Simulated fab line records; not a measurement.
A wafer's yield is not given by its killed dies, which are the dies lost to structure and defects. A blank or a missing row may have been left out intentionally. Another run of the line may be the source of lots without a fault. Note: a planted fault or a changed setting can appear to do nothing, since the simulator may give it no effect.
Problem report in the 8D (eight disciplines) form, filled by code :: flow berkeley_cmos170 :: the parts of the form that need people (team, actions taken, sign-off) are left out

1. THE PROBLEM
bias_w at UCB170_M1_METAL_ETCH_12 reads a mean of 98.8 W on 3 wafers of 2 lots; wafers without a fault read 120.0 W with a standard deviation of 0.35. That puts it -61 standard deviations away from the usual mean.
The step: etches Al in Cl2/BCl3, stops on PSG, target depth 780 nm, time 130 s.
Seen first at day 10 18:43 on rie_metal-01, wafer L220.4. The record has a number at this step for 42 wafers belonging to 14 lots. By rule, "out" or "out of limits" means more than 4 standard deviations away from the usual mean. The other wafers with a number count as sound.

2. WHAT IT IS, AND WHAT IT ISN'T
question: which readings at this step
is: bias_w
is not: drypump_motor_current_A, he_backside_leak_sccm, oes_product_au, throttle_valve_pct

question: which lots
is: L220, L224
is not: L211, L212, L213, L214, L216, L218, L228, L229, L230, L231, L232, L233

question: which wafers of those lots
is: L220.4, L224.1, L224.4
is not: L220.1, L220.6, L224.2

question: read on which tools
is: rie_metal-01
is not: rie_metal-03, rie_metal-04

question: when
is: from day 10 18:43
is not: up to then (20 sound wafers); but 19 sound wafers of L224, L228, L229, L230, L231, L232, L233 came after

3. WHAT RULES OUT EACH SUSPECT
Counting: if a tool at a process step up to the reading ran every lot that is out, it stays a suspect. Sound lots after the first of them don't rule it out here, since some wafers of a struck lot are sound.
- rie_metal-01 at UCB170_M1_METAL_ETCH_12 (etches Al in Cl2/BCl3, stops on PSG, target depth 780 nm, time 130 s): kept. Ran every lot that is out, first one L220 (day 10 18:43); last sound lot up to then L218 (day 9 22:15). On those wafers its own readings are out: bias_w.
- Within rie_metal-01 at UCB170_M1_METAL_ETCH_12: the wafers that are out ran in chamber 0; their sound lot-mates ran in chamber 1.
The count leaves rie_metal-01 at UCB170_M1_METAL_ETCH_12.

4. THE CAUSE (what the simulator had put in)
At UCB170_M1_METAL_ETCH_12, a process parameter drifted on rie_metal-01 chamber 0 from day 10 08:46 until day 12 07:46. A move of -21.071 in setting bias_w, from 120. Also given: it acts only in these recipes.
After counting, this tool was the only one left.

5. THE EFFECT CHAIN, in route order
Rows list readings where the struck wafers' mean (over those with a number) sits beyond 3 standard deviations from the usual. Scope: only readings with a usual standard deviation given in the record; hours: median across lots of the time from each lot's start at the first step in this table that gives one to its start at this step; sigmas: change in usual standard deviations.
hours: 0
step: UCB170_M1_METAL_ETCH_12
reading: bias_w
usual: 120.0 W
on struck wafers: 98.8
change: -21.2
sigmas: -61
The process steps in it:
- UCB170_M1_METAL_ETCH_12: etches Al in Cl2/BCl3, stops on PSG, target depth 780 nm, time 130 s.

6. WHAT WOULD HAVE CAUGHT IT SOONER
In this record the first reading out of limits was taken at day 10 18:43, 10 hours after the fault began at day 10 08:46.
